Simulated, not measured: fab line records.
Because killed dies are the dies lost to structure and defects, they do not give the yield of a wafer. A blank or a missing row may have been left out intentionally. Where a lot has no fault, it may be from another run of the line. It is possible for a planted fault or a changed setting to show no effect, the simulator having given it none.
fab line records ; flow ritCmos
record lots=6; wafers=18; lastDay=7
route steps=202 shown GATE@89 REOX@98 NLDD@103 PLDD@114 SPACER@125 M1@202
lots untouched by any fault: they come from a run of this same line in which no faults occurred
startH: the number of hours between the record's first day and the start of the first shown wafer of the lot ; waitH: hours from the lot's prior step to this one ; " the same as in the row above ; L1.1+2: a row that stands for several wafers ; - either no value or no given start ; * or withheld: withheld ; < > ~ a bound
route shown NAME@n: names a module that has steps shown in the file, with the first one's number in the route ; usual: mean and standard deviation over wafers with no fault ; same: alike in all rows ; chamber/n: place in a boat ; sites: per-site readings ; _std_site: standard deviation of those values ; _edge_site: inner sites' mean taken away from outer sites' mean ; radiusMm: how far each site lies from the wafer's centre ; mask NAME#n: copy n ; behind: the tool/chamber that last shaped the wafer ; hold: why the lot went on hold/how many hours it stayed there/how the hold came to an end ; device: the transistor (n, p or np) that didn't switch ; end of line: the tests these same wafers got at the end of their route ; a step given without rows: its recipe and nothing more ; killed: not the wafer's yield, but the dies lost to structure and defects at the first sort ; map: dies across one wafer; x = killed, . = not, _ = none there
set.NAME: the setting the step ran with; set.NAME@STEP: the setting that earlier step ran with ; model.NAME: the simulator's own value behind a step, which no gauge read
lots seen at some steps along the route; tables by step, rows by wafer
services: the hour from which a tool's chamber was out of use, counted from the record's first day as startH (under 0 if before that day), plus the number of hours and why
## steps
# step RIT_GATE_EXPOSE_13
# recipe maskId=M6; na=0.6; sourceShape=conventional; sigmaOuter=0.6; targetCdNm=150; doseMj=380
# step RIT_GATE_PEB_14
# recipe resist=NOVOLAK; tempC=withheld; timeS=withheld
# step RIT_GATE_DEVELOP_15
# recipe resist=NOVOLAK; developTimeS=50; devTempC=23
# step RIT_GATE_CD_MEAS_16
# recipe targetCdNm=150
# usual cdNm=148.8/2.6
lot.wafer;tool;chamber;startH;waitH;cdNm
L434.3;cdSem-02;-;47.29;-;149.2
L434.4;cdSem-02;-;47.29;-;149.7
L434.5;cdSem-02;-;47.29;-;148.7
L435.1;cdSem-01;-;51.06;-;148.2
L435.2;cdSem-01;-;51.06;-;149.6
L435.3;cdSem-01;-;51.06;-;146.4
L444.1;cdSem-01;-;92.74;-;150.4
L444.3;cdSem-01;-;92.74;-;150.4
L444.6;cdSem-01;-;92.74;-;150.5
L445.3;cdSem-01;-;98.24;-;150.2
L445.5;cdSem-01;-;98.24;-;150.4
L445.6;cdSem-01;-;98.24;-;152.0
L451.1;cdSem-01;-;128.62;-;154.0
L451.2;cdSem-01;-;128.62;-;152.3
L451.4;cdSem-01;-;128.62;-;150.6
L453.3;cdSem-01;-;138.40;-;145.8
L453.5;cdSem-01;-;138.40;-;147.9
L453.6;cdSem-01;-;138.40;-;146.8
# step RIT_GATE_OVL_MEAS_17
# usual GATE_OVL=-1.4/1.5
lot.wafer;tool;chamber;startH;waitH;GATE_OVL[nm]
L434.3;overlay-01;-;47.38;0.1;0.5
L434.4;overlay-01;-;47.38;0.1;-0.8
L434.5;overlay-01;-;47.38;0.1;-1.5
L435.1;overlay-02;-;51.18;0.1;0.8
L435.2;overlay-02;-;51.18;0.1;-1.0
L435.3;overlay-02;-;51.18;0.1;-0.7
L444.1;overlay-01;-;92.86;0.1;-1.2
L444.3;overlay-01;-;92.86;0.1;-1.5
L444.6;overlay-01;-;92.86;0.1;0.6
L445.3;overlay-01;-;98.33;0.1;0.0
L445.5;overlay-01;-;98.33;0.1;0.1
L445.6;overlay-01;-;98.33;0.1;0.3
L451.1;overlay-02;-;128.74;0.1;-3.2
L451.2;overlay-02;-;128.74;0.1;-2.4
L451.4;overlay-02;-;128.74;0.1;-3.3
L453.3;overlay-02;-;138.50;0.1;-2.0
L453.5;overlay-02;-;138.50;0.1;-2.6
L453.6;overlay-02;-;138.50;0.1;-2.2
# step RIT_GATE_HARDBAKE_18
# recipe resist=NOVOLAK; tempC=140; timeS=60
# step RIT_GATE_ETCH_19
# recipe chemistry=SF6/CHF3/O2; timeS=165; SF6_flow_sccm=30; CHF3_flow_sccm=30; O2_flow_sccm=5; target=poly-Si; pressureMtorr=40; rfW=160; targetDepthA=3125; overEtchFrac=0.25; stopOn=SiO2
# usual drypumpMotorCurrentA=5.7/0.45; oesProductAu=0.851/0.017; throttleValvePct=10.24/0.11
lot.wafer;tool;chamber;startH;waitH;drypumpMotorCurrentA;oesProductAu;rfHoursCounterH;throttleValvePct
L434.3;rieSi-02;3;47.56;0.1;5.1;0.831;18;10.14
L434.4;rieSi-02;2;47.56;0.1;6.3;0.845;11;10.38
L434.5;rieSi-02;0;47.56;0.1;5.7;0.840;-;10.05
L435.1;rieSi-01;3;51.36;0.1;5.4;0.820;61;10.25
L435.2;rieSi-01;0;51.36;0.1;5.3;0.849;35;10.18
L435.3;rieSi-01;1;51.36;0.1;6.4;0.861;77;10.31
L444.1;rieSi-02;2;93.05;0.1;6.3;0.853;12;10.39
L444.3;rieSi-02;1;93.05;0.1;5.4;0.862;1;10.27
L444.6;rieSi-02;2;93.05;0.1;6.3;0.847;-;10.39
L445.3;rieSi-01;2;98.63;0.1;6.1;0.877;127;10.39
L445.5;rieSi-01;0;98.63;0.1;5.3;0.855;-;10.15
L445.6;rieSi-01;1;98.63;0.1;6.4;0.870;-;10.32
L451.1;rieSi-01;2;128.93;0.1;6.1;0.879;128;10.36
L451.2;rieSi-01;1;128.93;0.1;6.4;0.865;78;10.30
L451.4;rieSi-01;3;128.93;0.1;5.4;0.819;62;10.23
L453.3;rieSi-01;2;138.67;0.1;6.1;0.868;128;10.36
L453.5;rieSi-01;0;138.67;0.1;5.3;0.846;-;10.17
L453.6;rieSi-01;3;138.67;0.1;5.4;0.821;-;10.23
# step RIT_GATE_STRIP_20
# recipe chemistry=O2; timeS=180; resist=NOVOLAK; platenTempC=withheld; powerW=500; pressureMtorr=4000; o2FlowSccm=4000
# usual drypumpMotorCurrentA=6.1/0.48
lot.wafer;tool;chamber;startH;waitH;drypumpMotorCurrentA;rfHoursCounterH
L434.3;plasmaAsher-01;1;47.72;0.1;5.9;-
L434.4;plasmaAsher-01;0;47.72;0.1;6.3;-
L434.5;plasmaAsher-01;0;47.72;0.1;6.3;-
L435.1;plasmaAsher-02;0;51.47;0.1;5.3;41
L435.2;plasmaAsher-02;1;51.47;0.1;6.5;41
L435.3;plasmaAsher-02;1;51.47;0.1;6.5;-
L444.1;plasmaAsher-03;1;93.16;0.1;6.3;41
L444.3;plasmaAsher-03;1;93.16;0.1;6.3;-
L444.6;plasmaAsher-03;0;93.16;0.1;6.5;-
L445.3;plasmaAsher-03;1;98.80;0.1;6.3;-
L445.5;plasmaAsher-03;0;98.80;0.1;6.5;-
L445.6;plasmaAsher-03;1;98.80;0.1;6.3;-
L451.1;plasmaAsher-03;1;129.04;0.1;6.3;1
L451.2;plasmaAsher-03;0;129.04;0.1;6.5;1
L451.4;plasmaAsher-03;1;129.04;0.1;6.3;-
L453.3;plasmaAsher-03;1;138.84;0.1;6.3;-
L453.5;plasmaAsher-03;0;138.84;0.1;6.5;-
L453.6;plasmaAsher-03;1;138.84;0.1;6.3;-
# step RIT_GATE_CD_MEAS_90
# recipe targetCdNm=150
# usual cdNm=148.7/2.6
lot.wafer;tool;chamber;startH;waitH;cdNm
L434.3;cdSem-02;-;47.88;0.1;149.3
L434.4;cdSem-02;-;47.88;0.1;150.0
L434.5;cdSem-02;-;47.88;0.1;148.1
L435.1;cdSem-02;-;51.65;0.1;147.9
L435.2;cdSem-02;-;51.65;0.1;149.8
L435.3;cdSem-02;-;51.65;0.1;146.5
L444.1;cdSem-02;-;93.33;0.1;150.3
L444.3;cdSem-02;-;93.33;0.1;150.8
L444.6;cdSem-02;-;93.33;0.1;151.5
L445.3;cdSem-02;-;98.95;0.1;149.8
L445.5;cdSem-02;-;98.95;0.1;150.1
L445.6;cdSem-02;-;98.95;0.1;151.9
L451.1;cdSem-02;-;129.21;0.1;153.7
L451.2;cdSem-02;-;129.21;0.1;152.0
L451.4;cdSem-02;-;129.21;0.1;150.5
L453.3;cdSem-02;-;138.99;0.1;145.9
L453.5;cdSem-02;-;138.99;0.1;147.8
L453.6;cdSem-02;-;138.99;0.1;147.2
# step RIT_REOX_CLEAN_00
# recipe chemistry=SC1; mix=3:3:50; timeS=600; tempC=75
# step RIT_REOX_CLEAN_01
# recipe chemistry=dHF; dilution=50:1; timeS=30
# step RIT_REOX_CLEAN_02
# recipe chemistry=SC2; mix=3:3:50; timeS=600; tempC=75; dry=n2Spin
# step RIT_REOX_OXIDATION_03
# recipe tempC=900; ambient=O2; targetThkA=252; oxTimeS=5580
# usual spikeTcCentreC=902.4/1.1; spikeTcLoadC=924/3.8; spikeTcSourceC=922/3; tubeCenterTempC=900/0.087; tube_center_temp_C_max=902.2/0.37
lot.wafer;tool;chamber;startH;waitH;spikeTcCentreC;spikeTcLoadC;spikeTcSourceC;tubeCenterTempC;tube_center_temp_C_max;model.SiO2_of_REOX_OXIDATION_03.thkNm
L434.3;furnace-04;0;48.37;0.0;902.1;924;920;899.93;901.8;24.88
L434.4;furnace-04;0;48.37;0.0;901.7;922;922;899.97;901.8;24.67
L434.5;furnace-04;0;48.37;0.0;902.1;922;920;899.91;902.4;24.63
L435.1;furnace-03;0;52.67;0.5;903.7;931;928;899.98;902.2;25.3
L435.2;furnace-03;0;52.67;0.5;903.1;929;926;899.99;901.8;25.98
L435.3;furnace-03;0;52.67;0.5;903.9;933;927;900.2;902.2;25.6
L444.1;furnace-04;0;94.81;1.0;922.0;941;940;919.96;922.8;30.78
L444.3;furnace-04;0;94.81;1.0;922.6;942;943;919.91;921.6;30.45
L444.6;furnace-04;0;94.81;1.0;921.8;941;942;919.86;922.3;30.9
L445.3;furnace-04;0;99.40;0.0;920.1;941;940;920.03;922.3;30.81
L445.5;furnace-04;0;99.40;0.0;922.9;942;941;920.17;922.3;30.69
L445.6;furnace-04;0;99.40;0.0;921.9;942;940;919.99;922.2;31.2
L451.1;furnace-03;0;129.92;0.0;904.1;931;928;899.95;901.8;25.81
L451.2;furnace-03;0;129.92;0.0;903.8;930;927;899.83;901.7;25.73
L451.4;furnace-03;0;129.92;0.0;903.8;931;927;900.01;902.8;25.61
L453.3;furnace-03;0;139.44;0.0;904.3;931;925;900.15;902.0;25.95
L453.5;furnace-03;0;139.44;0.0;904.9;932;926;900.11;902.1;25.96
L453.6;furnace-03;0;139.44;0.0;902.9;931;927;900.05;902.5;25.95
# step RIT_REOX_THK_MEAS_04
# recipe reads=SiO2_of_REOX_OXIDATION_03
# usual REOX_OXIDE_THK=25.3/0.47
lot.wafer;tool;chamber;startH;waitH;REOX_OXIDE_THK[nm]
L434.3;filmMetro-04;-;50.94;0.0;24.8
L434.4;filmMetro-04;-;50.94;0.0;24.6
L434.5;filmMetro-04;-;50.94;0.0;24.6
L435.1;filmMetro-04;-;55.22;0.0;25.3
L435.2;filmMetro-04;-;55.22;0.0;26.0
L435.3;filmMetro-04;-;55.22;0.0;25.7
L444.1;filmMetro-01;-;97.36;0.0;30.8
L444.3;filmMetro-01;-;97.36;0.0;30.5
L444.6;filmMetro-01;-;97.36;0.0;30.9
L445.3;filmMetro-04;-;101.97;0.0;30.8
L445.5;filmMetro-04;-;101.97;0.0;30.7
L445.6;filmMetro-04;-;101.97;0.0;31.2
L451.1;filmMetro-04;-;132.47;0.0;25.8
L451.2;filmMetro-04;-;132.47;0.0;25.7
L451.4;filmMetro-04;-;132.47;0.0;25.6
L453.3;filmMetro-02;-;142.01;0.0;26.0
L453.5;filmMetro-02;-;142.01;0.0;25.9
L453.6;filmMetro-02;-;142.01;0.0;26.0
# step RIT_NLDD_HMDS_00
# recipe primeTimeS=60; primeTempC=140
# step RIT_NLDD_COAT_01
# recipe resist=NOVOLAK; spinRpm=3250; resistThkNm=1000
# step RIT_NLDD_SOFTBAKE_02
# recipe resist=NOVOLAK; tempC=90; timeS=60
# step RIT_NLDD_EXPOSE_03
# recipe maskId=M7; na=0.57; targetCdNm=40700; doseMj=250
# step RIT_NLDD_PEB_04
# recipe resist=NOVOLAK; tempC=withheld; timeS=withheld
# step RIT_NLDD_DEVELOP_05
# recipe resist=NOVOLAK; developTimeS=50; devTempC=23
# step RIT_NLDD_OVL_MEAS_06
# usual NLDD_OVL=0.2/1.3
lot.wafer;tool;chamber;startH;waitH;NLDD_OVL[nm]
L434.3;overlay-01;-;51.96;-;-0.7
L434.4;overlay-01;-;51.96;-;-1.9
L434.5;overlay-01;-;51.96;-;-0.7
L435.1;overlay-02;-;56.13;-;-0.3
L435.2;overlay-02;-;56.13;-;0.3
L435.3;overlay-02;-;56.13;-;0.0
L444.1;overlay-01;-;98.48;-;0.3
L444.3;overlay-01;-;98.48;-;-0.4
L444.6;overlay-01;-;98.48;-;2.4
L445.3;overlay-01;-;103.00;-;0.4
L445.5;overlay-01;-;103.00;-;-1.8
L445.6;overlay-01;-;103.00;-;-0.4
L451.1;overlay-02;-;133.38;-;1.6
L451.2;overlay-02;-;133.38;-;0.2
L451.4;overlay-02;-;133.38;-;-2.1
L453.3;overlay-02;-;143.08;-;-0.7
L453.5;overlay-02;-;143.08;-;-2.0
L453.6;overlay-02;-;143.08;-;-2.1
# step RIT_NLDD_HARDBAKE_07
# recipe resist=NOVOLAK; tempC=140; timeS=60
# step RIT_NLDD_IMPLANT_08
# recipe species=P; energyKev=20; doseCm2=5e+14; tiltDeg=7
# step RIT_NLDD_STRIP_09
# recipe chemistry=O2; timeS=180; resist=NOVOLAK; platenTempC=withheld; powerW=500; pressureMtorr=4000; o2FlowSccm=4000
# usual drypumpMotorCurrentA=6.1/0.39
lot.wafer;tool;chamber;startH;waitH;drypumpMotorCurrentA;rfHoursCounterH
L434.3;plasmaAsher-03;0;52.35;0.1;6.5;-
L434.4;plasmaAsher-03;1;52.35;0.1;6.3;-
L434.5;plasmaAsher-03;1;52.35;0.1;6.3;-
L435.1;plasmaAsher-04;1;56.47;0.1;6.1;27
L435.2;plasmaAsher-04;0;56.47;0.1;6.0;27
L435.3;plasmaAsher-04;0;56.47;0.1;6.1;-
L444.1;plasmaAsher-02;1;99.00;0.1;6.4;47
L444.3;plasmaAsher-02;1;99.00;0.1;6.5;-
L444.6;plasmaAsher-02;0;99.00;0.1;5.3;-
L445.3;plasmaAsher-03;0;103.38;0.1;6.5;-
L445.5;plasmaAsher-03;1;103.38;0.1;6.3;-
L445.6;plasmaAsher-03;0;103.38;0.1;6.5;-
L451.1;plasmaAsher-04;1;133.72;0.1;6.1;37
L451.2;plasmaAsher-04;0;133.72;0.1;6.0;37
L451.4;plasmaAsher-04;0;133.72;0.1;6.1;-
L453.3;plasmaAsher-03;1;143.46;0.1;6.3;-
L453.5;plasmaAsher-03;1;143.46;0.1;6.3;-
L453.6;plasmaAsher-03;0;143.46;0.1;6.5;-
# step RIT_NLDD_TW_MEAS_10
# usual NLDD_TW=2510/24
lot.wafer;tool;chamber;startH;waitH;NLDD_TW
L434.3;filmMetro-03;-;52.48;0.1;2473
L434.4;filmMetro-03;-;52.48;0.1;2493
L434.5;filmMetro-03;-;52.48;0.1;2484
L435.1;filmMetro-02;-;56.64;0.1;2528
L435.2;filmMetro-02;-;56.64;0.1;2532
L435.3;filmMetro-02;-;56.64;0.1;2523
L444.1;filmMetro-01;-;99.18;0.1;2541
L444.3;filmMetro-01;-;99.18;0.1;2515
L444.6;filmMetro-01;-;99.18;0.1;2511
L445.3;filmMetro-02;-;103.52;0.1;2509
L445.5;filmMetro-02;-;103.52;0.1;2512
L445.6;filmMetro-02;-;103.52;0.1;2504
L451.1;filmMetro-02;-;133.89;0.1;2528
L451.2;filmMetro-02;-;133.89;0.1;2527
L451.4;filmMetro-02;-;133.89;0.1;2528
L453.3;filmMetro-01;-;143.60;0.1;2521
L453.5;filmMetro-01;-;143.60;0.1;2523
L453.6;filmMetro-01;-;143.60;0.1;2518
# step RIT_PLDD_HMDS_00
# recipe primeTimeS=60; primeTempC=140
# step RIT_PLDD_COAT_01
# recipe resist=NOVOLAK; spinRpm=3250; resistThkNm=1000
# step RIT_PLDD_SOFTBAKE_02
# recipe resist=NOVOLAK; tempC=90; timeS=60
# step RIT_PLDD_EXPOSE_03
# recipe maskId=M8; na=0.57; targetCdNm=40900; doseMj=250
# step RIT_PLDD_PEB_04
# recipe resist=NOVOLAK; tempC=withheld; timeS=withheld
# step RIT_PLDD_DEVELOP_05
# recipe resist=NOVOLAK; developTimeS=50; devTempC=23
# step RIT_PLDD_OVL_MEAS_06
# usual PLDD_OVL=0.5/1.6
lot.wafer;tool;chamber;startH;waitH;PLDD_OVL[nm]
L434.3;overlay-01;-;53.51;-;2.8
L434.4;overlay-01;-;53.51;-;1.3
L434.5;overlay-01;-;53.51;-;1.4
L435.1;overlay-01;-;57.81;-;0.8
L435.2;overlay-01;-;57.81;-;-0.2
L435.3;overlay-01;-;57.81;-;0.5
L444.1;overlay-02;-;100.09;-;1.9
L444.3;overlay-02;-;100.09;-;4.1
L444.6;overlay-02;-;100.09;-;3.9
L445.3;overlay-01;-;104.54;-;-1.2
L445.5;overlay-01;-;104.54;-;-0.5
L445.6;overlay-01;-;104.54;-;-0.7
L451.1;overlay-01;-;134.80;-;4.3
L451.2;overlay-01;-;134.80;-;2.1
L451.4;overlay-01;-;134.80;-;3.6
L453.3;overlay-02;-;144.62;-;-0.6
L453.5;overlay-02;-;144.62;-;0.6
L453.6;overlay-02;-;144.62;-;0.1
# step RIT_PLDD_HARDBAKE_07
# recipe resist=NOVOLAK; tempC=140; timeS=60
# step RIT_PLDD_IMPLANT_08
# recipe species=BF2; energyKev=20; doseCm2=9e+14; tiltDeg=7
# step RIT_PLDD_STRIP_09
# recipe chemistry=O2; timeS=180; resist=NOVOLAK; platenTempC=withheld; powerW=500; pressureMtorr=4000; o2FlowSccm=4000
# usual drypumpMotorCurrentA=6.18/0.2
lot.wafer;tool;chamber;startH;waitH;drypumpMotorCurrentA;rfHoursCounterH
L434.3;plasmaAsher-01;0;53.89;0.1;6.30;-
L434.4;plasmaAsher-01;1;53.89;0.1;5.90;-
L434.5;plasmaAsher-01;0;53.89;0.1;6.31;-
L435.1;plasmaAsher-01;1;58.15;0.1;5.86;41
L435.2;plasmaAsher-01;0;58.15;0.1;6.34;41
L435.3;plasmaAsher-01;0;58.15;0.1;6.32;-
L444.1;plasmaAsher-03;0;100.42;0.1;6.47;42
L444.3;plasmaAsher-03;0;100.42;0.1;6.46;-
L444.6;plasmaAsher-03;1;100.42;0.1;6.30;-
L445.3;plasmaAsher-03;0;104.93;0.1;6.46;-
L445.5;plasmaAsher-03;1;104.93;0.1;6.29;-
L445.6;plasmaAsher-03;0;104.93;0.1;6.50;-
L451.1;plasmaAsher-01;0;135.14;0.1;6.30;50
L451.2;plasmaAsher-01;1;135.14;0.1;5.89;50
L451.4;plasmaAsher-01;1;135.14;0.1;5.90;-
L453.3;plasmaAsher-04;1;145.01;0.1;6.15;-
L453.5;plasmaAsher-04;0;145.01;0.1;6.05;-
L453.6;plasmaAsher-04;1;145.01;0.1;6.14;-
# step RIT_PLDD_TW_MEAS_10
# usual PLDD_TW=2358/28
lot.wafer;tool;chamber;startH;waitH;PLDD_TW
L434.3;filmMetro-03;-;54.03;0.1;2333
L434.4;filmMetro-03;-;54.03;0.1;2348
L434.5;filmMetro-03;-;54.03;0.1;2336
L435.1;filmMetro-01;-;58.33;0.1;2392
L435.2;filmMetro-01;-;58.33;0.1;2390
L435.3;filmMetro-01;-;58.33;0.1;2391
L444.1;filmMetro-01;-;100.60;0.1;2380
L444.3;filmMetro-01;-;100.60;0.1;2383
L444.6;filmMetro-01;-;100.60;0.1;2362
L445.3;filmMetro-01;-;105.06;0.1;2366
L445.5;filmMetro-01;-;105.06;0.1;2389
L445.6;filmMetro-01;-;105.06;0.1;2372
L451.1;filmMetro-01;-;135.31;0.1;2389
L451.2;filmMetro-01;-;135.31;0.1;2393
L451.4;filmMetro-01;-;135.31;0.1;2376
L453.3;filmMetro-01;-;145.14;0.1;2400
L453.5;filmMetro-01;-;145.14;0.1;2384
L453.6;filmMetro-01;-;145.14;0.1;2389
# step RIT_SPACER_CLEAN_00
# recipe chemistry=SC1; mix=3:3:50; timeS=600; tempC=75
lot.wafer;tool;chamber;startH;waitH;model.SiO2_of_REOX_OXIDATION_03.thkNm
L434.3;wetBench-03;2;54.07;0.0;22.98
L434.4;wetBench-03;2;54.07;0.0;22.78
L434.5;wetBench-03;2;54.07;0.0;22.73
L435.1;wetBench-03;0;58.39;0.1;23.34
L435.2;wetBench-03;0;58.39;0.1;23.98
L435.3;wetBench-03;0;58.39;0.1;23.63
L444.1;wetBench-02;1;100.66;0.1;28.39
L444.3;wetBench-02;1;100.66;0.1;28.08
L444.6;wetBench-02;1;100.66;0.1;28.5
L445.3;wetBench-02;3;105.10;0.0;28.46
L445.5;wetBench-02;3;105.10;0.0;28.33
L445.6;wetBench-02;3;105.10;0.0;28.8
L451.1;wetBench-02;2;135.37;0.1;23.84
L451.2;wetBench-02;2;135.37;0.1;23.75
L451.4;wetBench-02;2;135.37;0.1;23.64
L453.3+6;wetBench-02;0;145.18;0.0;23.97
L453.5;wetBench-02;0;145.18;0.0;23.98
# step RIT_SPACER_CLEAN_01
# recipe chemistry=dHF; dilution=50:1; timeS=30
# step RIT_M1_PROBE_99
# usual killedAtContacts=0.1/0.34; killedAtFrontEnd=6.9/2.8; killedDies=7.1/2.8; killedOpen=3.4/1.9; killedShort=3.6/1.7
# same grossDies=264; killed_at_M0_to_M3=0; killed_at_M4_up=0; killedAtBackSide=0; killedAtOther=0
lot.wafer;tool;chamber;startH;waitH;killedAtContacts;killedAtFrontEnd;killedDies;killedOpen;killedShort;model.etest.pmosTurned.rOnOhmUm;model.etest.pmos_0p3.rOnOhmUm;model.etest.pmos_0p15.rOnOhmUm;model.etest.pldd.rsOhmSq;model.etest.nmos_0p3.rOnOhmUm;model.etest.nmos_0p15.rOnOhmUm;model.etest.pldd.lineOhmUm;model.etest.nldd.rsOhmSq
L434.3;prober-02;-;70.96;0.2;0;5;5;1;4;3388;6212;2765;511.5;2121;1106;163.1;366.7
L434.4;prober-02;-;71.01;0.2;1;3;4;3;1;3379;6295;2727;496.5;2121;1088;158.5;364
L434.5;prober-02;-;71.06;0.2;0;2;2;0;2;3274;6063;2648;500.9;2081;1074;156.4;362.8
L435.1;prober-01;-;74.02;0.1;0;6;6;2;4;3312;6183;2678;490.2;2123;1095;154.7;374.1
L435.2;prober-01;-;74.07;0.1;0;7;7;1;6;3472;6208;2759;524;2147;1140;162.9;391
L435.3;prober-01;-;74.12;0.2;0;5;5;1;4;3345;6225;2668;502.1;2132;1104;157.7;382.6
L444.1;prober-02;-;114.14;0.1;0;6;6;3;3;5972;7166;3685;1101;2352;1348;348.2;537.6
L444.3;prober-02;-;114.24;0.2;0;3;3;1;2;5817;7377;3769;1036;2390;1367;327.6;522
L444.6;prober-02;-;114.39;0.2;0;6;6;3;2;6118;7328;3803;1116;2403;1398;349;540.9
L445.3;prober-01;-;118.91;0.2;0;8;8;6;2;6306;7362;3812;1136;2469;1452;357.5;580.7
L445.5;prober-01;-;119.01;0.2;0;7;7;4;3;6153;7343;3793;1115;2440;1444;348;571.5
L445.6;prober-01;-;119.06;0.2;0;10;10;6;4;6973;7601;4040;1223;2547;1500;382.2;595.5
L451.1;prober-01;-;150.38;0.1;0;7;7;5;2;3682;6366;2958;557.8;2173;1197;173.6;385.1
L451.2;prober-01;-;150.43;0.1;0;7;7;2;5;3581;6289;2857;549.4;2140;1153;172.5;383.2
L451.4;prober-01;-;150.53;0.2;0;7;7;6;1;3558;6277;2836;542.9;2135;1123;171.3;381.2
L453.3;prober-02;-;159.01;0.2;0;12;12;7;5;3579;6483;2815;557.9;2191;1127;177;393
L453.5;prober-02;-;159.11;0.2;0;5;5;2;3;3580;6514;2828;564.2;2195;1117;178.3;393.1
L453.6;prober-02;-;159.16;0.2;0;12;12;10;2;3628;6556;2879;557.8;2252;1168;177.4;390.8
# killed by level:class
L434.3 GATE:geometricParticle:short=2 FOX1:geometricParticle:short=1 FOX1:geometricParticle:open=1 SPACER:geometricParticle:short=1
L434.4 GATE:geometricParticle:short=1 GATE:geometricParticle:open=1 REOX:geometricParticle:open=1 CONTACT:geometricParticle:open=1
L434.5 GATE:geometricParticle:short=1 SPACER:geometricParticle:short=1
L435.1 GATE:geometricParticle:open=2 GATE:geometricParticle:short=1 REOX:geometricParticle:short=1 SPACER:geometricParticle:short=1 SILICIDE:geometricParticle:short=1
L435.2 SILICIDE:geometricParticle:short=3 FOX1:geometricParticle:short=2 REOX:geometricParticle:short=1 SILICIDE:geometricParticle:open=1
L435.3 GATE:geometricParticle:short=2 REOX:geometricParticle:short=1 GATE:geometricParticle:open=1 SPACER:geometricParticle:short=1
L444.1 GATE:geometricParticle:short=2 GATE:geometricParticle:open=2 FOX1:geometricParticle:short=1 FOX1:geometricParticle:open=1
L444.3 REOX:geometricParticle:open=1 REOX:geometricParticle:short=1 SPACER:geometricParticle:short=1
L444.6 GATE:geometricParticle:open=2 GATE:geometricParticle:short=1 SPACER:geometricParticle:open=1 SPACER:geometricParticle:short=1 PSD:coatMicrobubblePrinted=1
L445.3 FOX2:geometricParticle:open=2 SILICIDE:geometricParticle:open=2 GATE:geometricParticle:short=1 GATE:geometricParticle:open=1 SPACER:geometricParticle:open=1 SILICIDE:geometricParticle:short=1
L445.5 GATE:geometricParticle:short=2 SILICIDE:geometricParticle:open=2 FOX2:geometricParticle:open=1 GATE:geometricParticle:open=1 SILICIDE:geometricParticle:short=1
L445.6 GATE:geometricParticle:open=2 REOX:geometricParticle:short=2 SILICIDE:geometricParticle:open=2 FOX1:geometricParticle:open=1 FOX2:geometricParticle:short=1 SPACER:geometricParticle:open=1 SPACER:geometricParticle:short=1
L451.1 GATE:geometricParticle:open=3 SILICIDE:geometricParticle:open=2 FOX2:geometricParticle:short=1 REOX:geometricParticle:short=1
L451.2 GATE:geometricParticle:short=3 FOX1:geometricParticle:open=1 FOX1:geometricParticle:short=1 GATE:geometricParticle:open=1 SILICIDE:geometricParticle:short=1
L451.4 GATE:geometricParticle:open=3 SILICIDE:geometricParticle:open=2 GATE:geometricParticle:short=1 REOX:geometricParticle:open=1
L453.3 GATE:geometricParticle:open=5 GATE:geometricParticle:short=3 SPACER:geometricParticle:open=2 REOX:geometricParticle:short=1 SPACER:geometricParticle:short=1
L453.5 FOX1:geometricParticle:short=2 ACTIVE:geometricParticle:open=1 GATE:geometricParticle:open=1 SPACER:geometricParticle:short=1
L453.6 GATE:geometricParticle:open=4 SILICIDE:geometricParticle:open=3 FOX1:geometricParticle:open=1 GATE:geometricParticle:short=1 REOX:geometricParticle:open=1 SPACER:geometricParticle:short=1 SPACER:geometricParticle:open=1
## services
tool;chamber;startH;hours;kind
furnace-04;-;24.18;2.3;pm
rieSi-02;-;29.90;2.8;pm
rieSi-02;2;33.58;2.7;repair
plasmaAsher-02;-;40.67;2.8;pm
furnace-03;-;49.35;3.3;pm
plasmaAsher-03;-;57.75;28.1;pm
furnace-03;-;105.20;3.5;pm
plasmaAsher-03;-;105.49;1.6;repair
plasmaAsher-03;-;108.75;9.0;pm
plasmaAsher-03;0;108.75;9.0;ventCycle
plasmaAsher-03;1;108.75;9.0;ventCycle
plasmaAsher-01;-;111.83;4.1;repair
plasmaAsher-03;0;117.75;-;clean
plasmaAsher-03;1;117.75;-;clean
furnace-03;-;120.08;1.6;pm
## key
firstSign step=RIT_REOX_OXIDATION_03; reading=tubeCenterTempC; direction=up; sigmas=99+; usual=*; struck=*
effect step=RIT_REOX_OXIDATION_03; reading=tube_center_temp_C_max; direction=up; sigmas=54; usual=*; struck=*
effect step=RIT_REOX_THK_MEAS_04; reading=REOX_OXIDE_THK; direction=up; sigmas=12; usual=25.3; struck=30.8
modelEffect step=RIT_REOX_OXIDATION_03; value=SiO2_of_REOX_OXIDATION_03.thkNm; without=25.16; struck=30.8
modelEffect step=RIT_SPACER_CLEAN_00; value=SiO2_of_REOX_OXIDATION_03.thkNm; without=23.22; struck=28.43
modelEffect step=RIT_M1_PROBE_99; value=etest.pmosTurned.rOnOhmUm; without=3588; struck=6223
metAt RIT_REOX_OXIDATION_03
struckWafers L444.1,L444.3,L444.6,L445.3,L445.5,L445.6
testerLeftOut L444,L445
onsetBetween 48.37 94.81
fault kind=processParameterDrift; tool=furnace-04; chamber=-; onsetH=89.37; steps=RIT_REOX_OXIDATION_03; channel=tempC; offset=*; shape=step; endH=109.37; actsIn=*; stated=*
# testerLeftOut: of these lots the tester's yield and bins aren't shown, on N5 and GAA mostly nor the transistor test; their killed dies are dies lost to structure and defects alone, not to doping, threshold or leakage, so they don't give the yield
